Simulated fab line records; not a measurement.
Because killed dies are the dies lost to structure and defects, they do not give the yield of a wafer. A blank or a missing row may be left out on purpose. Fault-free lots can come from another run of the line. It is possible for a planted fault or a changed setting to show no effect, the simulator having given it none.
fab line records :: flow ritCmos
[record]
  lots = 14
  wafers = 42
  lastDay = 7
route steps=202 shown ACTIVE@4 M1@202
lots untouched by any fault: they come from a run of this same line in which no faults occurred
startH: hours from the record's first day to the start of the lot's first wafer shown :: waitH: hours since the lot's step before :: " identical to the entry in the row above :: L1.1+2: a row that stands for several wafers :: - value missing, or start not given :: * or withheld: withheld :: < > ~ a bound
route shown NAME@n: NAME is a module with steps in the file, n the number in the route of the first one :: usual: mean/standard deviation of fault-free wafers :: same: alike in all rows :: chamber/n: place in a boat :: sites: the reading at each site :: _std_site: standard deviation across them :: _edge_site: the outer-site mean with the inner-site mean subtracted :: radiusMm: for every site, how far away it sits from the centre of the wafer :: mask NAME#n: copy n :: behind: the last tool/chamber to shape the wafer :: hold: cause of the lot's hold/its duration in hours/its outcome :: device: transistor that didn't switch, given as n, p or np :: end of line: the route-end tests of the same wafers :: for a step that has no rows: nothing shown but its recipe :: killed: count of dies lost to structure and defects at first sort (not the wafer's yield) :: map: dies across one wafer; x = killed, . = not, _ = none there
set.NAME: setting as actually run; set.NAME@STEP: the setting as run at that earlier step :: model.NAME: the simulator's own value behind a step, which no gauge read
route steps across a sampled set of lots; one table per step, one row per wafer
services: when a tool's chamber went out of use (startH, in hours from the record's first day, below 0 if earlier), for how many hours, and the reason
[[steps]]
[step RIT_ACTIVE_CVD_03]
[recipe]
  material = Si3N4
  targetThkNm = 150
  tempC = 810
  precursor = SiH2Cl2/NH3
  timeS = 1500
  pressureMtorr = 300
  sih2cl2FlowSccm = 60
  nh3FlowSccm = 150
[usual]
  spikeTcCentreC = 812.3/0.92
lot.wafer: L577.2
tool: lpcvd-01
chamber: 1
startH: 16.13
waitH: 0.0
spikeTcCentreC: 811.9

lot.wafer: L577.5
tool: lpcvd-01
chamber: 1
startH: 16.13
waitH: 0.0
spikeTcCentreC: 812.4

lot.wafer: L577.6
tool: lpcvd-01
chamber: 1
startH: 16.13
waitH: 0.0
spikeTcCentreC: 813.3

lot.wafer: L578.2
tool: lpcvd-01
chamber: 0
startH: 19.38
waitH: 0.0
spikeTcCentreC: 812.8

lot.wafer: L578.3
tool: lpcvd-01
chamber: 0
startH: 19.38
waitH: 0.0
spikeTcCentreC: 814.5

lot.wafer: L578.6
tool: lpcvd-01
chamber: 0
startH: 19.38
waitH: 0.0
spikeTcCentreC: 812.5

lot.wafer: L579.2
tool: lpcvd-01
chamber: 1
startH: 22.39
waitH: 0.0
spikeTcCentreC: 812.4

lot.wafer: L579.3
tool: lpcvd-01
chamber: 1
startH: 22.39
waitH: 0.0
spikeTcCentreC: 812.2

lot.wafer: L579.5
tool: lpcvd-01
chamber: 1
startH: 22.39
waitH: 0.0
spikeTcCentreC: 810.7

lot.wafer: L580.1
tool: lpcvd-01
chamber: 1
startH: 27.11
waitH: 0.1
spikeTcCentreC: 811.2

lot.wafer: L580.2
tool: lpcvd-01
chamber: 1
startH: 27.11
waitH: 0.1
spikeTcCentreC: 809.8

lot.wafer: L580.4
tool: lpcvd-01
chamber: 1
startH: 27.11
waitH: 0.1
spikeTcCentreC: 812.1

lot.wafer: L581.3
tool: lpcvd-02
chamber: 0
startH: 34.13
waitH: 0.0
spikeTcCentreC: 813.7

lot.wafer: L581.4
tool: lpcvd-02
chamber: 0
startH: 34.13
waitH: 0.0
spikeTcCentreC: 812.4

lot.wafer: L581.6
tool: lpcvd-02
chamber: 0
startH: 34.13
waitH: 0.0
spikeTcCentreC: 812.1

lot.wafer: L582.1
tool: lpcvd-01
chamber: 1
startH: 37.14
waitH: 0.1
spikeTcCentreC: 812.0

lot.wafer: L582.3
tool: lpcvd-01
chamber: 1
startH: 37.14
waitH: 0.1
spikeTcCentreC: 812.9

lot.wafer: L582.5
tool: lpcvd-01
chamber: 1
startH: 37.14
waitH: 0.1
spikeTcCentreC: 812.6

lot.wafer: L583.1
tool: lpcvd-01
chamber: 0
startH: 42.20
waitH: 0.1
spikeTcCentreC: 813.1

lot.wafer: L583.3
tool: lpcvd-01
chamber: 0
startH: 42.20
waitH: 0.1
spikeTcCentreC: 812.6

lot.wafer: L583.4
tool: lpcvd-01
chamber: 0
startH: 42.20
waitH: 0.1
spikeTcCentreC: 811.1

lot.wafer: L584.1
tool: lpcvd-01
chamber: 0
startH: 48.33
waitH: 0.1
spikeTcCentreC: 812.6

lot.wafer: L584.5
tool: lpcvd-01
chamber: 0
startH: 48.33
waitH: 0.1
spikeTcCentreC: 813.1

lot.wafer: L584.6
tool: lpcvd-01
chamber: 0
startH: 48.33
waitH: 0.1
spikeTcCentreC: 813.5

lot.wafer: L585.1
tool: lpcvd-01
chamber: 1
startH: 57.12
waitH: 0.1
spikeTcCentreC: 812.1

lot.wafer: L585.4
tool: lpcvd-01
chamber: 1
startH: 57.12
waitH: 0.1
spikeTcCentreC: 811.8

lot.wafer: L585.6
tool: lpcvd-01
chamber: 1
startH: 57.12
waitH: 0.1
spikeTcCentreC: 811.9

lot.wafer: L586.1
tool: lpcvd-01
chamber: 1
startH: 57.12
waitH: 0.1
spikeTcCentreC: 811.8

lot.wafer: L586.2
tool: lpcvd-01
chamber: 1
startH: 57.12
waitH: 0.1
spikeTcCentreC: 811.3

lot.wafer: L586.6
tool: lpcvd-01
chamber: 1
startH: 57.12
waitH: 0.1
spikeTcCentreC: 813.7

lot.wafer: L589.3
tool: lpcvd-02
chamber: 1
startH: 73.54
waitH: 0.1
spikeTcCentreC: 813.6

lot.wafer: L589.4
tool: lpcvd-02
chamber: 1
startH: 73.54
waitH: 0.1
spikeTcCentreC: 813.3

lot.wafer: L589.5
tool: lpcvd-02
chamber: 1
startH: 73.54
waitH: 0.1
spikeTcCentreC: 811.8

lot.wafer: L595.3
tool: lpcvd-02
chamber: 1
startH: 102.11
waitH: 0.0
spikeTcCentreC: 811.3

lot.wafer: L595.4
tool: lpcvd-02
chamber: 1
startH: 102.11
waitH: 0.0
spikeTcCentreC: 811.3

lot.wafer: L595.6
tool: lpcvd-02
chamber: 1
startH: 102.11
waitH: 0.0
spikeTcCentreC: 812.1

lot.wafer: L599.1
tool: lpcvd-01
chamber: 1
startH: 123.10
waitH: 0.6
spikeTcCentreC: 812.8

lot.wafer: L599.2
tool: lpcvd-01
chamber: 1
startH: 123.10
waitH: 0.6
spikeTcCentreC: 812.4

lot.wafer: L599.5
tool: lpcvd-01
chamber: 1
startH: 123.10
waitH: 0.6
spikeTcCentreC: 811.8

lot.wafer: L600.2
tool: lpcvd-01
chamber: 1
startH: 127.25
waitH: 0.0
spikeTcCentreC: 812.9

lot.wafer: L600.3
tool: lpcvd-01
chamber: 1
startH: 127.25
waitH: 0.0
spikeTcCentreC: 811.9

lot.wafer: L600.4
tool: lpcvd-01
chamber: 1
startH: 127.25
waitH: 0.0
spikeTcCentreC: 811.5
[step RIT_ACTIVE_THK_MEAS_04]
[recipe]
  reads = Si3N4_of_ACTIVE_CVD_03
[usual]
  ACTIVE_NITRIDE_THK = 150.1/1.4
lot.wafer: L577.2
tool: filmMetro-02
chamber: -
startH: 18.27
waitH: 0.0
ACTIVE_NITRIDE_THK[nm]: 149.7

lot.wafer: L577.5
tool: filmMetro-02
chamber: -
startH: 18.27
waitH: 0.0
ACTIVE_NITRIDE_THK[nm]: 150.6

lot.wafer: L577.6
tool: filmMetro-02
chamber: -
startH: 18.27
waitH: 0.0
ACTIVE_NITRIDE_THK[nm]: 150.7

lot.wafer: L578.2
tool: filmMetro-04
chamber: -
startH: 21.51
waitH: 0.0
ACTIVE_NITRIDE_THK[nm]: 149.3

lot.wafer: L578.3
tool: filmMetro-04
chamber: -
startH: 21.51
waitH: 0.0
ACTIVE_NITRIDE_THK[nm]: 150.9

lot.wafer: L578.6
tool: filmMetro-04
chamber: -
startH: 21.51
waitH: 0.0
ACTIVE_NITRIDE_THK[nm]: 148.4

lot.wafer: L579.2
tool: filmMetro-03
chamber: -
startH: 24.52
waitH: 0.0
ACTIVE_NITRIDE_THK[nm]: 150.7

lot.wafer: L579.3
tool: filmMetro-03
chamber: -
startH: 24.52
waitH: 0.0
ACTIVE_NITRIDE_THK[nm]: 150.6

lot.wafer: L579.5
tool: filmMetro-03
chamber: -
startH: 24.52
waitH: 0.0
ACTIVE_NITRIDE_THK[nm]: 151.9

lot.wafer: L580.1
tool: filmMetro-02
chamber: -
startH: 28.53
waitH: 0.0
ACTIVE_NITRIDE_THK[nm]: 149.1

lot.wafer: L580.2
tool: filmMetro-02
chamber: -
startH: 28.53
waitH: 0.0
ACTIVE_NITRIDE_THK[nm]: 150.2

lot.wafer: L580.4
tool: filmMetro-02
chamber: -
startH: 28.53
waitH: 0.0
ACTIVE_NITRIDE_THK[nm]: 150.0

lot.wafer: L581.3
tool: filmMetro-02
chamber: -
startH: 35.57
waitH: 0.0
ACTIVE_NITRIDE_THK[nm]: 150.1

lot.wafer: L581.4
tool: filmMetro-02
chamber: -
startH: 35.57
waitH: 0.0
ACTIVE_NITRIDE_THK[nm]: 149.1

lot.wafer: L581.6
tool: filmMetro-02
chamber: -
startH: 35.57
waitH: 0.0
ACTIVE_NITRIDE_THK[nm]: 150.3

lot.wafer: L582.1
tool: filmMetro-04
chamber: -
startH: 38.55
waitH: 0.0
ACTIVE_NITRIDE_THK[nm]: 151.2

lot.wafer: L582.3
tool: filmMetro-04
chamber: -
startH: 38.55
waitH: 0.0
ACTIVE_NITRIDE_THK[nm]: 151.5

lot.wafer: L582.5
tool: filmMetro-04
chamber: -
startH: 38.55
waitH: 0.0
ACTIVE_NITRIDE_THK[nm]: 150.7

lot.wafer: L583.1
tool: filmMetro-03
chamber: -
startH: 43.62
waitH: 0.0
ACTIVE_NITRIDE_THK[nm]: 151.9

lot.wafer: L583.3
tool: filmMetro-03
chamber: -
startH: 43.62
waitH: 0.0
ACTIVE_NITRIDE_THK[nm]: 153.2

lot.wafer: L583.4
tool: filmMetro-03
chamber: -
startH: 43.62
waitH: 0.0
ACTIVE_NITRIDE_THK[nm]: 151.9

lot.wafer: L584.1
tool: filmMetro-02
chamber: -
startH: 49.75
waitH: 0.0
ACTIVE_NITRIDE_THK[nm]: 150.3

lot.wafer: L584.5
tool: filmMetro-02
chamber: -
startH: 49.75
waitH: 0.0
ACTIVE_NITRIDE_THK[nm]: 150.8

lot.wafer: L584.6
tool: filmMetro-02
chamber: -
startH: 49.75
waitH: 0.0
ACTIVE_NITRIDE_THK[nm]: 150.8

lot.wafer: L585.1
tool: filmMetro-04
chamber: -
startH: 58.54
waitH: 0.0
ACTIVE_NITRIDE_THK[nm]: 156.1

lot.wafer: L585.4
tool: filmMetro-04
chamber: -
startH: 58.54
waitH: 0.0
ACTIVE_NITRIDE_THK[nm]: 155.8

lot.wafer: L585.6
tool: filmMetro-04
chamber: -
startH: 58.54
waitH: 0.0
ACTIVE_NITRIDE_THK[nm]: 156.9

lot.wafer: L586.1
tool: filmMetro-02
chamber: -
startH: 58.54
waitH: 0.0
ACTIVE_NITRIDE_THK[nm]: 156.5

lot.wafer: L586.2
tool: filmMetro-02
chamber: -
startH: 58.54
waitH: 0.0
ACTIVE_NITRIDE_THK[nm]: 155.8

lot.wafer: L586.6
tool: filmMetro-02
chamber: -
startH: 58.54
waitH: 0.0
ACTIVE_NITRIDE_THK[nm]: 155.3

lot.wafer: L589.3
tool: filmMetro-03
chamber: -
startH: 74.97
waitH: 0.0
ACTIVE_NITRIDE_THK[nm]: 146.6

lot.wafer: L589.4
tool: filmMetro-03
chamber: -
startH: 74.97
waitH: 0.0
ACTIVE_NITRIDE_THK[nm]: 147.7

lot.wafer: L589.5
tool: filmMetro-03
chamber: -
startH: 74.97
waitH: 0.0
ACTIVE_NITRIDE_THK[nm]: 148.9

lot.wafer: L595.3
tool: filmMetro-02
chamber: -
startH: 103.55
waitH: 0.0
ACTIVE_NITRIDE_THK[nm]: 149.4

lot.wafer: L595.4
tool: filmMetro-02
chamber: -
startH: 103.55
waitH: 0.0
ACTIVE_NITRIDE_THK[nm]: 151.2

lot.wafer: L595.6
tool: filmMetro-02
chamber: -
startH: 103.55
waitH: 0.0
ACTIVE_NITRIDE_THK[nm]: 149.7

lot.wafer: L599.1
tool: filmMetro-04
chamber: -
startH: 124.52
waitH: 0.0
ACTIVE_NITRIDE_THK[nm]: 149.0

lot.wafer: L599.2
tool: filmMetro-04
chamber: -
startH: 124.52
waitH: 0.0
ACTIVE_NITRIDE_THK[nm]: 149.0

lot.wafer: L599.5
tool: filmMetro-04
chamber: -
startH: 124.52
waitH: 0.0
ACTIVE_NITRIDE_THK[nm]: 150.3

lot.wafer: L600.2
tool: filmMetro-02
chamber: -
startH: 128.68
waitH: 0.0
ACTIVE_NITRIDE_THK[nm]: 150.5

lot.wafer: L600.3
tool: filmMetro-02
chamber: -
startH: 128.68
waitH: 0.0
ACTIVE_NITRIDE_THK[nm]: 150.5

lot.wafer: L600.4
tool: filmMetro-02
chamber: -
startH: 128.68
waitH: 0.0
ACTIVE_NITRIDE_THK[nm]: 151.5
[step RIT_M1_PROBE_99]
[usual]
  killedAtContacts = 0.1/0.24
  killedAtFrontEnd = 7/3.2
  killedDies = 7/3.2
  killedOnRim = 2.0/1.5
  killedOpen = 3.4/2
  killedShort = 3.5/2.2
[same]
  grossDies = 264
  killed_at_M0_to_M3 = 0
  killed_at_M4_up = 0
  killedAtBackSide = 0
  killedAtOther = 0
lot.wafer: L577.2
tool: prober-01
chamber: -
startH: 68.24
waitH: 0.1
killedAtContacts: 1
killedAtFrontEnd: 3
killedDies: 4
killedOnRim: 1
killedOpen: 1
killedShort: 3

lot.wafer: L577.5
tool: prober-01
chamber: -
startH: 68.39
waitH: 0.2
killedAtContacts: 0
killedAtFrontEnd: 4
killedDies: 4
killedOnRim: 0
killedOpen: 2
killedShort: 2

lot.wafer: L577.6
tool: prober-01
chamber: -
startH: 68.44
waitH: 0.2
killedAtContacts: 0
killedAtFrontEnd: 6
killedDies: 6
killedOnRim: 0
killedOpen: 2
killedShort: 4

lot.wafer: L578.2
tool: prober-02
chamber: -
startH: 77.86
waitH: 0.1
killedAtContacts: 0
killedAtFrontEnd: 7
killedDies: 7
killedOnRim: 3
killedOpen: 2
killedShort: 5

lot.wafer: L578.3
tool: prober-02
chamber: -
startH: 77.91
waitH: 0.2
killedAtContacts: 0
killedAtFrontEnd: 10
killedDies: 10
killedOnRim: 1
killedOpen: 5
killedShort: 5

lot.wafer: L578.6
tool: prober-02
chamber: -
startH: 78.06
waitH: 0.2
killedAtContacts: 0
killedAtFrontEnd: 8
killedDies: 8
killedOnRim: 2
killedOpen: 1
killedShort: 7

lot.wafer: L579.2
tool: prober-02
chamber: -
startH: 80.47
waitH: 0.1
killedAtContacts: 0
killedAtFrontEnd: 8
killedDies: 8
killedOnRim: 4
killedOpen: 5
killedShort: 3

lot.wafer: L579.3
tool: prober-02
chamber: -
startH: 80.52
waitH: 0.2
killedAtContacts: 0
killedAtFrontEnd: 6
killedDies: 6
killedOnRim: 0
killedOpen: 4
killedShort: 2

lot.wafer: L579.5
tool: prober-02
chamber: -
startH: 80.62
waitH: 0.2
killedAtContacts: 0
killedAtFrontEnd: 6
killedDies: 6
killedOnRim: 0
killedOpen: 2
killedShort: 4

lot.wafer: L580.1
tool: prober-01
chamber: -
startH: 84.45
waitH: 0.1
killedAtContacts: 0
killedAtFrontEnd: 4
killedDies: 4
killedOnRim: 2
killedOpen: 3
killedShort: 1

lot.wafer: L580.2
tool: prober-01
chamber: -
startH: 84.50
waitH: 0.1
killedAtContacts: 0
killedAtFrontEnd: 2
killedDies: 2
killedOnRim: 1
killedOpen: 2
killedShort: 0

lot.wafer: L580.4
tool: prober-01
chamber: -
startH: 84.60
waitH: 0.2
killedAtContacts: 0
killedAtFrontEnd: 4
killedDies: 4
killedOnRim: 0
killedOpen: 3
killedShort: 1

lot.wafer: L581.3
tool: prober-02
chamber: -
startH: 86.58
waitH: 0.2
killedAtContacts: 0
killedAtFrontEnd: 8
killedDies: 8
killedOnRim: 2
killedOpen: 5
killedShort: 3

lot.wafer: L581.4
tool: prober-02
chamber: -
startH: 86.63
waitH: 0.2
killedAtContacts: 0
killedAtFrontEnd: 11
killedDies: 11
killedOnRim: 2
killedOpen: 5
killedShort: 6

lot.wafer: L581.6
tool: prober-02
chamber: -
startH: 86.73
waitH: 0.2
killedAtContacts: 0
killedAtFrontEnd: 12
killedDies: 12
killedOnRim: 2
killedOpen: 6
killedShort: 6

lot.wafer: L582.1
tool: prober-01
chamber: -
startH: 89.50
waitH: 0.1
killedAtContacts: 0
killedAtFrontEnd: 5
killedDies: 5
killedOnRim: 2
killedOpen: 3
killedShort: 2

lot.wafer: L582.3
tool: prober-01
chamber: -
startH: 89.60
waitH: 0.2
killedAtContacts: 0
killedAtFrontEnd: 6
killedDies: 6
killedOnRim: 2
killedOpen: 2
killedShort: 4

lot.wafer: L582.5
tool: prober-01
chamber: -
startH: 89.70
waitH: 0.2
killedAtContacts: 1
killedAtFrontEnd: 3
killedDies: 4
killedOnRim: 1
killedOpen: 3
killedShort: 1

lot.wafer: L583.1
tool: prober-02
chamber: -
startH: 97.00
waitH: 0.1
killedAtContacts: 0
killedAtFrontEnd: 8
killedDies: 8
killedOnRim: 3
killedOpen: 2
killedShort: 6

lot.wafer: L583.3
tool: prober-02
chamber: -
startH: 97.10
waitH: 0.2
killedAtContacts: 0
killedAtFrontEnd: 12
killedDies: 12
killedOnRim: 3
killedOpen: 6
killedShort: 6

lot.wafer: L583.4
tool: prober-02
chamber: -
startH: 97.15
waitH: 0.2
killedAtContacts: 0
killedAtFrontEnd: 10
killedDies: 10
killedOnRim: 3
killedOpen: 4
killedShort: 6

lot.wafer: L584.1
tool: prober-01
chamber: -
startH: 103.27
waitH: 0.1
killedAtContacts: 0
killedAtFrontEnd: 6
killedDies: 6
killedOnRim: 0
killedOpen: 3
killedShort: 3

lot.wafer: L584.5
tool: prober-01
chamber: -
startH: 103.47
waitH: 0.2
killedAtContacts: 0
killedAtFrontEnd: 9
killedDies: 9
killedOnRim: 3
killedOpen: 5
killedShort: 4

lot.wafer: L584.6
tool: prober-01
chamber: -
startH: 103.52
waitH: 0.2
killedAtContacts: 0
killedAtFrontEnd: 7
killedDies: 7
killedOnRim: 1
killedOpen: 5
killedShort: 2

lot.wafer: L585.1
tool: prober-02
chamber: -
startH: 107.39
waitH: 0.1
killedAtContacts: 0
killedAtFrontEnd: 6
killedDies: 6
killedOnRim: 2
killedOpen: 4
killedShort: 2

lot.wafer: L585.4
tool: prober-02
chamber: -
startH: 107.54
waitH: 0.2
killedAtContacts: 0
killedAtFrontEnd: 4
killedDies: 4
killedOnRim: 3
killedOpen: 2
killedShort: 2

lot.wafer: L585.6
tool: prober-02
chamber: -
startH: 107.64
waitH: 0.2
killedAtContacts: 0
killedAtFrontEnd: 7
killedDies: 7
killedOnRim: 2
killedOpen: 7
killedShort: 0

lot.wafer: L586.1
tool: prober-01
chamber: -
startH: 111.74
waitH: 0.1
killedAtContacts: 0
killedAtFrontEnd: 5
killedDies: 5
killedOnRim: 1
killedOpen: 3
killedShort: 2

lot.wafer: L586.2
tool: prober-01
chamber: -
startH: 111.79
waitH: 0.1
killedAtContacts: 0
killedAtFrontEnd: 8
killedDies: 8
killedOnRim: 3
killedOpen: 4
killedShort: 4

lot.wafer: L586.6
tool: prober-01
chamber: -
startH: 111.99
waitH: 0.2
killedAtContacts: 0
killedAtFrontEnd: 7
killedDies: 7
killedOnRim: 2
killedOpen: 3
killedShort: 4

lot.wafer: L589.3
tool: prober-02
chamber: -
startH: 123.49
waitH: 0.2
killedAtContacts: 0
killedAtFrontEnd: 5
killedDies: 5
killedOnRim: 1
killedOpen: 3
killedShort: 2

lot.wafer: L589.4
tool: prober-02
chamber: -
startH: 123.54
waitH: 0.2
killedAtContacts: 0
killedAtFrontEnd: 6
killedDies: 6
killedOnRim: 2
killedOpen: 3
killedShort: 3

lot.wafer: L589.5
tool: prober-02
chamber: -
startH: 123.59
waitH: 0.2
killedAtContacts: 0
killedAtFrontEnd: 6
killedDies: 6
killedOnRim: 2
killedOpen: 5
killedShort: 1

lot.wafer: L595.3
tool: prober-02
chamber: -
startH: 153.19
waitH: 0.2
killedAtContacts: 0
killedAtFrontEnd: 9
killedDies: 9
killedOnRim: 2
killedOpen: 3
killedShort: 6

lot.wafer: L595.4
tool: prober-02
chamber: -
startH: 153.24
waitH: 0.2
killedAtContacts: 0
killedAtFrontEnd: 4
killedDies: 4
killedOnRim: 0
killedOpen: 3
killedShort: 1

lot.wafer: L595.6
tool: prober-02
chamber: -
startH: 153.34
waitH: 0.2
killedAtContacts: 0
killedAtFrontEnd: 7
killedDies: 7
killedOnRim: 1
killedOpen: 5
killedShort: 2

lot.wafer: L599.1
tool: prober-02
chamber: -
startH: 172.23
waitH: 0.1
killedAtContacts: 0
killedAtFrontEnd: 3
killedDies: 3
killedOnRim: 0
killedOpen: 3
killedShort: 0

lot.wafer: L599.2
tool: prober-02
chamber: -
startH: 172.28
waitH: 0.1
killedAtContacts: 0
killedAtFrontEnd: 4
killedDies: 4
killedOnRim: 0
killedOpen: 1
killedShort: 3

lot.wafer: L599.5
tool: prober-02
chamber: -
startH: 172.43
waitH: 0.2
killedAtContacts: 0
killedAtFrontEnd: 4
killedDies: 4
killedOnRim: 0
killedOpen: 3
killedShort: 1

lot.wafer: L600.2
tool: prober-01
chamber: -
startH: 179.55
waitH: 0.1
killedAtContacts: 0
killedAtFrontEnd: 8
killedDies: 8
killedOnRim: 5
killedOpen: 1
killedShort: 7

lot.wafer: L600.3
tool: prober-01
chamber: -
startH: 179.60
waitH: 0.2
killedAtContacts: 0
killedAtFrontEnd: 2
killedDies: 2
killedOnRim: 1
killedOpen: 2
killedShort: 0

lot.wafer: L600.4
tool: prober-01
chamber: -
startH: 179.65
waitH: 0.2
killedAtContacts: 0
killedAtFrontEnd: 3
killedDies: 3
killedOnRim: 0
killedOpen: 2
killedShort: 1
// killed by level:class
L577.2 SPACER:geometricParticle:short=2 GATE:geometricParticle:open=1 CONTACT:geometricParticle:short=1
L577.5 GATE:geometricParticle:short=2 FOX2:geometricParticle:open=1 GATE:geometricParticle:open=1
L577.6 GATE:geometricParticle:open=2 GATE:geometricParticle:short=2 REOX:geometricParticle:short=1 SPACER:geometricParticle:short=1
L578.2 GATE:geometricParticle:short=2 SILICIDE:geometricParticle:short=2 SPACER:geometricParticle:open=1 SPACER:geometricParticle:short=1 SILICIDE:geometricParticle:open=1
L578.3 GATE:geometricParticle:open=3 SPACER:geometricParticle:short=2 FOX1:geometricParticle:short=1 FOX2:geometricParticle:short=1 REOX:geometricParticle:open=1 SPACER:geometricParticle:open=1 SILICIDE:geometricParticle:short=1
L578.6 REOX:geometricParticle:short=3 GATE:geometricParticle:short=2 FOX2:geometricParticle:open=1 FOX2:geometricParticle:short=1 SILICIDE:geometricParticle:short=1
L579.2 GATE:geometricParticle:short=2 SPACER:geometricParticle:open=2 FOX1:geometricParticle:open=1 FOX1:geometricParticle:short=1 GATE:geometricParticle:open=1 SILICIDE:geometricParticle:open=1
L579.3 SILICIDE:geometricParticle:open=2 FOX2:geometricParticle:open=1 GATE:geometricParticle:short=1 SPACER:geometricParticle:open=1 SILICIDE:geometricParticle:short=1
L579.5 GATE:geometricParticle:short=3 GATE:geometricParticle:open=2 SPACER:geometricParticle:short=1
L580.1 GATE:geometricParticle:open=1 REOX:geometricParticle:short=1 REOX:geometricParticle:open=1 SPACER:geometricParticle:open=1
L580.2 GATE:geometricParticle:open=1 SPACER:geometricParticle:open=1
L580.4 FOX1:geometricParticle:open=1 GATE:geometricParticle:open=1 SPACER:geometricParticle:short=1 SILICIDE:geometricParticle:open=1
L581.3 GATE:geometricParticle:short=2 GATE:geometricParticle:open=2 FOX1:geometricParticle:open=1 FOX2:geometricParticle:open=1 REOX:geometricParticle:open=1 SPACER:geometricParticle:short=1
L581.4 SPACER:geometricParticle:short=3 FOX2:geometricParticle:short=2 SPACER:geometricParticle:open=2 GATE:geometricParticle:short=1 GATE:geometricParticle:open=1 REOX:geometricParticle:open=1 SILICIDE:geometricParticle:open=1
L581.6 SPACER:geometricParticle:open=4 SILICIDE:geometricParticle:short=3 FOX1:geometricParticle:open=1 FOX2:geometricParticle:short=1 GATE:geometricParticle:open=1 REOX:geometricParticle:short=1 SPACER:geometricParticle:short=1
L582.1 FOX1:geometricParticle:short=1 FOX1:geometricParticle:open=1 GATE:geometricParticle:short=1 GATE:geometricParticle:open=1 SPACER:geometricParticle:open=1
L582.3 SILICIDE:geometricParticle:short=3 FOX2:geometricParticle:open=1 REOX:geometricParticle:short=1 SILICIDE:geometricParticle:open=1
L582.5 FOX1:geometricParticle:short=1 SPACER:geometricParticle:open=1 SILICIDE:geometricParticle:open=1 CONTACT:geometricParticle:open=1
L583.1 GATE:geometricParticle:short=4 GATE:geometricParticle:open=2 FOX2:geometricParticle:short=1 REOX:geometricParticle:short=1
L583.3 GATE:geometricParticle:open=6 GATE:geometricParticle:short=3 REOX:geometricParticle:short=1 SPACER:geometricParticle:short=1 SILICIDE:geometricParticle:short=1
L583.4 GATE:geometricParticle:short=3 FOX1:geometricParticle:short=2 GATE:geometricParticle:open=2 FOX2:geometricParticle:open=1 REOX:geometricParticle:open=1 REOX:geometricParticle:short=1
L584.1 SPACER:geometricParticle:short=2 FOX1:geometricParticle:open=1 GATE:geometricParticle:short=1 SPACER:geometricParticle:open=1 SILICIDE:geometricParticle:open=1
L584.5 GATE:geometricParticle:short=3 GATE:geometricParticle:open=2 SPACER:geometricParticle:open=2 FOX1:geometricParticle:short=1 FOX2:geometricParticle:open=1
L584.6 GATE:geometricParticle:open=3 FOX2:geometricParticle:short=1 REOX:geometricParticle:open=1 SPACER:geometricParticle:open=1 SPACER:geometricParticle:short=1
L585.1 SPACER:geometricParticle:open=3 SPACER:geometricParticle:short=2 GATE:geometricParticle:open=1
L585.4 GATE:geometricParticle:short=2 GATE:geometricParticle:open=1 SPACER:geometricParticle:open=1
L585.6 SPACER:geometricParticle:open=3 GATE:geometricParticle:open=2 FOX1:geometricParticle:open=1 SILICIDE:geometricParticle:open=1
L586.1 GATE:geometricParticle:short=2 GATE:geometricParticle:open=1 REOX:geometricParticle:open=1 SILICIDE:geometricParticle:open=1
L586.2 REOX:geometricParticle:open=3 FOX1:geometricParticle:short=1 FOX2:geometricParticle:short=1 GATE:geometricParticle:short=1 SILICIDE:geometricParticle:short=1 SILICIDE:geometricParticle:open=1
L586.6 REOX:geometricParticle:open=3 GATE:geometricParticle:short=2 REOX:geometricParticle:short=1 SILICIDE:geometricParticle:short=1
L589.3 FOX2:geometricParticle:open=1 FOX2:geometricParticle:short=1 GATE:geometricParticle:open=1 GATE:geometricParticle:short=1 SILICIDE:geometricParticle:open=1
L589.4 FOX2:geometricParticle:short=2 FOX1:geometricParticle:open=1 SPACER:geometricParticle:open=1 SILICIDE:geometricParticle:open=1 SILICIDE:geometricParticle:short=1
L589.5 FOX2:geometricParticle:open=2 SPACER:geometricParticle:open=2 GATE:geometricParticle:short=1 GATE:geometricParticle:open=1
L595.3 SPACER:geometricParticle:short=2 SILICIDE:geometricParticle:short=2 GATE:geometricParticle:open=1 GATE:geometricParticle:short=1 REOX:geometricParticle:short=1 SPACER:geometricParticle:open=1 SILICIDE:geometricParticle:open=1
L595.4 GATE:geometricParticle:open=2 GATE:geometricParticle:short=1 SILICIDE:geometricParticle:open=1
L595.6 GATE:geometricParticle:open=2 FOX2:geometricParticle:short=1 FOX2:geometricParticle:open=1 GATE:geometricParticle:short=1 SPACER:geometricParticle:open=1 SILICIDE:geometricParticle:open=1
L599.1 FOX2:geometricParticle:open=1 GATE:geometricParticle:open=1 REOX:geometricParticle:open=1
L599.2 FOX2:geometricParticle:short=2 FOX2:geometricParticle:open=1 SILICIDE:geometricParticle:short=1
L599.5 FOX1:geometricParticle:open=1 GATE:geometricParticle:short=1 GATE:geometricParticle:open=1 REOX:geometricParticle:open=1
L600.2 GATE:geometricParticle:short=5 FOX1:geometricParticle:short=2 GATE:geometricParticle:open=1
L600.3 FOX2:geometricParticle:open=1 GATE:geometricParticle:open=1
L600.4 FOX2:geometricParticle:short=1 REOX:geometricParticle:open=1 STARTING-WAFER:geometricParticle:open=1
[[services]]
tool: lpcvd-02
chamber: -
startH: 10.56
hours: 1.3
kind: repair

tool: lpcvd-01
chamber: -
startH: 66.28
hours: 0.8
kind: repair

tool: lpcvd-01
chamber: -
startH: 76.28
hours: 0.8
kind: repair
[[key]]
[firstSign]
  step = RIT_ACTIVE_THK_MEAS_04
  reading = ACTIVE_NITRIDE_THK
  direction = up
  sigmas = 4.3
  usual = 150.1
  struck = 156.1
effect none on later readings
metAt RIT_ACTIVE_CVD_03
struckLots L585,L586
struckWafers L585.1,L585.4,L585.6,L586.1,L586.2,L586.6
testerLeftOut L585,L586
onsetBetween 37.14 57.12
[fault]
  kind = processParameterDrift
  tool = lpcvd-01
  chamber = 1
  onsetH = 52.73
  steps = RIT_ACTIVE_CVD_03
  channel = timeS
  offset = *
  shape = step
  endH = 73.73
  actsIn = *
  stated = *
// testerLeftOut: of these lots the tester's yield and bins aren't shown, on N5 and GAA mostly nor the transistor test; their killed dies are dies lost to structure and defects alone, not to doping, threshold or leakage, so they don't give the yield
